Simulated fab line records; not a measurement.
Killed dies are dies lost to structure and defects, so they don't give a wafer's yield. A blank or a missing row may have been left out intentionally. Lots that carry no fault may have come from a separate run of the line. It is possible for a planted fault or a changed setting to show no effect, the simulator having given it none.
Code-filled problem report in 8D (eight disciplines) form / flow berkeley cmos170 / the parts of the form that need people (team, actions taken, sign-off) are left out

== 1. THE ISSUE ==
bias w at UCB170_M1_METAL_ETCH_12 reads a mean of 123.4 W on 6 wafers of 2 lots; wafers without a fault read 120.0 W with a standard deviation of 0.36. Relative to the usual mean, that is a shift of +9.4 standard deviations.
The step: etches Al in Cl2/BCl3, stops on PSG, target depth 780 nm, time 130 s.
Earliest sighting: wafer L452.1 on rie metal-01 at day 8 08:38. At this step, 42 wafers from 14 lots have a number in the record. The rule behind "out" and "out of limits": a value lying over 4 standard deviations away from the usual mean. The other wafers with a number count as sound.

== 2. WHAT THIS IS AND IS NOT ==
question=which readings at this step | is=bias w | is not=drypump motor current A, oes product au, rf fwd power W, throttle valve pct
question=which lots | is=L451, L452 | is not=L445, L447, L448, L453, L454, L456, L457, L458, L460, L461, L465, L468
question=which wafers of those lots | is=all that have a number | is not=-
question=read on which tools | is=rie metal-01 | is not=rie metal-03, rie metal-04
question=when | is=from day 8 08:38 | is not=up to then (12 sound wafers); but 24 sound wafers of L454, L456, L457, L458, L460, L461, L465, L468 came after

== 3. SUSPECTS, AND WHAT RULES EACH OUT ==
Counting: a tool at a process step up to the reading stays a suspect if it ran every lot that is out and no sound lot after the first of them.
- plasma asher-02 at UCB170_CONTACT_STRIP_19 (strips in O2): ruled out as a lasting fault. After its first lot that is out, L452 (day 8 06:49), sound lots L460, L461, L465, L468 ran on it.
- rie metal-01 at UCB170_M1_METAL_ETCH_12 (etches Al in Cl2/BCl3, stops on PSG, target depth 780 nm, time 130 s): kept. It processed each lot that is out, first L452 at day 8 08:38, and no sound lot thereafter; up to then, the last sound lot it processed was L447 at day 8 00:14. Out on those wafers are its own readings of bias w.
The count leaves rie metal-01 at UCB170_M1_METAL_ETCH_12.

== 4. THE CAUSE (what the simulator had put in) ==
Process parameter drift: rie metal-01, from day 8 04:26 on, at UCB170_M1_METAL_ETCH_12. A move of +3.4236 in setting bias w, from 120. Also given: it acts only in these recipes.
After counting, this tool was the only one left.

== 5. THE CHAIN OF EFFECTS, in route order ==
Rows list readings where the struck wafers' mean (over those with a number) sits beyond 3 standard deviations from the usual. Only readings whose record carries a usual standard deviation are examined. hours: median over the lots of the time between each lot's start at the first step of this table that gives one and its start at this step. sigmas: the change, counted in usual standard deviations.
hours=0; step=UCB170_M1_METAL_ETCH_12; reading=bias w; usual=120.0 W; on struck wafers=123.4; change=+3.4; sigmas=+9.4
The process steps in it:
- UCB170_M1_METAL_ETCH_12: etches Al in Cl2/BCl3, stops on PSG, target depth 780 nm, time 130 s.
Later measuring or inspecting steps at which every struck wafer that the step has a row for has a number for every such reading, and none has moved that far: UCB170_V1_CD_MEAS_12.

== 6. WHAT WOULD HAVE CAUGHT IT SOONER ==
4 hours passed between the start of the fault at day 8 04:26 and the first reading out of limits in this record, taken at day 8 08:38.
